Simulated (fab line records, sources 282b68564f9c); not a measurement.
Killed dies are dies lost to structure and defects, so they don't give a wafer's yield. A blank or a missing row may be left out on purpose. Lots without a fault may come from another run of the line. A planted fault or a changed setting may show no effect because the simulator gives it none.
Chamber matching | flow rit_cmos | RIT_ACTIVE_ETCH_13 on rie_diel-04: 4 sister chambers
The step etches Si3N4 in SF6, stops on SiO2, time 210 s, target depth 210 nm. 16 wafers are shown with their chamber, then 8 later ones without.

WAFERS WITH THEIR CHAMBER
wafer  | chamber | drypump_motor_current_A (A) | throttle_valve_pct (%) | oes_product_au (a.u.)
L334.1 | 1       | 5.9                         | 7.52                   | 0.826
L334.2 | 2       | 5.2                         | 7.28                   | 0.815
L334.3 | 0       | 6.5                         | 7.64                   | 0.813
L336.1 | 0       | 6.5                         | 7.66                   | 0.810
L336.2 | 3       | 6.1                         | 7.43                   | 0.822
L336.4 | 1       | 5.9                         | 7.51                   | 0.832
L337.2 | 1       | 5.9                         | 7.52                   | 0.840
L337.3 | 3       | 6.1                         | 7.40                   | 0.822
L337.5 | 0       | 6.5                         | 7.66                   | 0.816
L338.1 | 1       | 5.9                         | 7.53                   | 0.826
L338.3 | 2       | 5.2                         | 7.27                   | 0.831
L338.4 | 0       | 6.4                         | 7.66                   | 0.818
L347.2 | 1       | 5.9                         | 7.50                   | 0.827
L347.4 | 0       | 6.5                         | 7.64                   | 0.812
L347.5 | 3       | 6.1                         | 7.43                   | 0.814
L348.1 | 2       | 5.2                         | 7.26                   | 0.811

SIGNATURES (means of the wafers above)
reading                 | chamber 0 | chamber 1 | chamber 2 | chamber 3 | scatter within a chamber
drypump_motor_current_A | 6.480     | 5.900     | 5.200     | 6.100     | 0.0258
throttle_valve_pct      | 7.6520    | 7.5160    | 7.2700    | 7.4200    | 0.0122
oes_product_au          | 0.81380   | 0.83020   | 0.81900   | 0.81933   | 0.00614
Rule: a wafer's distance from a chamber is the root of the sum, over the readings, of the square of ((its reading less the chamber's mean) divided by the reading's scatter). The wafer belongs to the nearest chamber; if the next one is less than 2 further off, it can't be placed. The scatter: the root of (the sum of the squares of (reading less its chamber's mean) over the shown wafers, divided by (wafers less chambers)).

WAFERS WITHOUT THEIR CHAMBER
wafer  | drypump_motor_current_A (A) | throttle_valve_pct (%) | oes_product_au (a.u.)
L348.3 | 6.1                         | 7.41                   | 0.815
L348.4 | 5.9                         | 7.52                   | 0.819
L351.1 | 6.5                         | 7.67                   | 0.820
L351.3 | 5.9                         | 7.53                   | 0.827
L351.4 | 6.1                         | 7.43                   | 0.815
L352.1 | 6.1                         | 7.43                   | 0.814
L352.3 | 5.9                         | 7.53                   | 0.828
L352.5 | 5.9                         | 7.53                   | 0.816

WHICH CHAMBER EACH WENT THROUGH
wafer  | from the rows above | in truth
L348.3 | 3                   | 3
L348.4 | 1                   | 1
L351.1 | 0                   | 0
L351.3 | 1                   | 1
L351.4 | 3                   | 3
L352.1 | 3                   | 3
L352.3 | 1                   | 1
L352.5 | 1                   | 1
Placed correctly: 8 of 8. Can't be placed from these rows: 0. Placed wrongly: 0.
